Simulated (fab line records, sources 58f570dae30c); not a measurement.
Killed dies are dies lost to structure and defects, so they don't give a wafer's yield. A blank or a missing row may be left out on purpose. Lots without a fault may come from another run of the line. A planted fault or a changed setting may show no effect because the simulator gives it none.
Split-lot experiment | flow berkeley_cmos170 | 5 lots, 23 wafers read, on a route of 331 steps

THE SPLIT
At UCB170_NVT_IMPLANT_07, the setting energy_kev was moved away from the recipe's 50 on 4 of the 23 wafers read, by -5.5% to +3.4%. The other wafers ran this setting at the recipe's value.

FROM THE SPLIT TO THE READING: what the file shows between them, 1 step
- UCB170_NVT_STRIP_08: strips in O2

THE READING
NVT_TW, at UCB170_NVT_TW_MEAS_09. Fault-free wafers of this fab line usually give 523, standard deviation 3.1.

wafer  | tool, chamber at the split | energy_kev as run | against the recipe | NVT_TW | against lot-mates on the recipe
L075.1 | implanter-04, 0            | 50                | recipe             | 526    | -
L075.2 | implanter-04, 0            | 50                | recipe             | 524    | -
L075.3 | implanter-04, 0            | 50                | recipe             | 526    | -
L075.4 | implanter-04, 0            | 50                | recipe             | 527    | -
L075.5 | implanter-04, 0            | 50                | recipe             | 525    | -
L079.1 | implanter-04, 0            | 50                | recipe             | 523    | -
L079.2 | implanter-04, 0            | 50                | recipe             | 522    | -
L079.3 | implanter-04, 0            | 50                | recipe             | 521    | -
L079.4 | implanter-04, 0            | 50                | recipe             | 525    | -
L079.5 | implanter-04, 0            | 50                | recipe             | 522    | -
L081.2 | implanter-03, 0            | 50                | recipe             | 526    | -
L081.4 | implanter-03, 0            | 50                | recipe             | 525    | -
L081.5 | implanter-03, 0            | 50                | recipe             | 527    | -
L080.1 | implanter-02, 0            | 51.69             | +3.4%              | 531    | +8
L080.3 | implanter-02, 0            | 50                | recipe             | 524    | -
L080.4 | implanter-02, 0            | 50                | recipe             | 523    | -
L080.5 | implanter-02, 0            | 50                | recipe             | 521    | -
L080.6 | implanter-02, 0            | 51.69             | +3.4%              | 529    | +6
L085.1 | implanter-02, 0            | 47.24             | -5.5%              | 516    | -8
L085.2 | implanter-02, 0            | 50                | recipe             | 525    | -
L085.3 | implanter-02, 0            | 50                | recipe             | 523    | -
L085.4 | implanter-02, 0            | 50                | recipe             | 525    | -
L085.5 | implanter-02, 0            | 47.24             | -5.5%              | 517    | -7

THE FIT
A straight line over all 23 wafers: NVT_TW changes by +1.49 for each +1% of energy_kev; r = +0.86; the points scatter about the line by 1.8.
The same after taking each lot's own level away (the mean of its wafers on the recipe; 23 wafers): +1.64 for each +1%; r = +0.93; scatter 1.3.
On that fit, the largest move of energy_kev shifts the reading by 9.
The lots' own levels span 522.6 to 526.0, that is 1.1 times the standard deviation above.
So the lot-to-lot level changes the slope little: the two slopes agree.
Check: with one of the wafers moved furthest among these (-5.5%) left out of the fit, the line predicts -9.05 for it against its lot-mates. It came out at -8.33 against them.

OTHER SPLITS ON THESE WAFERS
These wafers also went through other splits before the reading. Each is held against what the fit with the lots' levels taken away leaves over:
other split on the same wafers         | wafers away from the commonest value | r with NVT_TW (lot level and that fit taken away)
UCB170_ZERO_COAT_01 resist_thk_nm      | 4                                    | -0.13
UCB170_ZERO_DEVELOP_05 dev_temp_c      | 2                                    | +0.08
UCB170_ACTIVE_PEB_11 peb_temp_c        | 11                                   | -0.28
UCB170_SACOX_OXIDATION_01 temp_c       | 18                                   | -0.17
UCB170_SCREENOX_OXIDATION_01 ox_time_s | 15                                   | -0.03

THE WHOLE CHAIN: every reading that the file lists as answering this split, in the file's order
step                  | what it does | reading                                                         | change (the file's fit)               | r (the file's)
UCB170_NVT_IMPLANT_07 |              | implant.rp_nm (the simulator's own value, which no gauge read)  | +0.368 nm for each +1% of the setting | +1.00
UCB170_NVT_IMPLANT_07 |              | implant.drp_nm (the simulator's own value, which no gauge read) | +0.134 nm for each +1% of the setting | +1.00
UCB170_NVT_TW_MEAS_09 |              | NVT_TW                                                          | +1.58 for each +1% of the setting     | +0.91

THE FILE'S OWN FIT
NVT_TW changes by +1.58 for each +1% of energy_kev, r = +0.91.
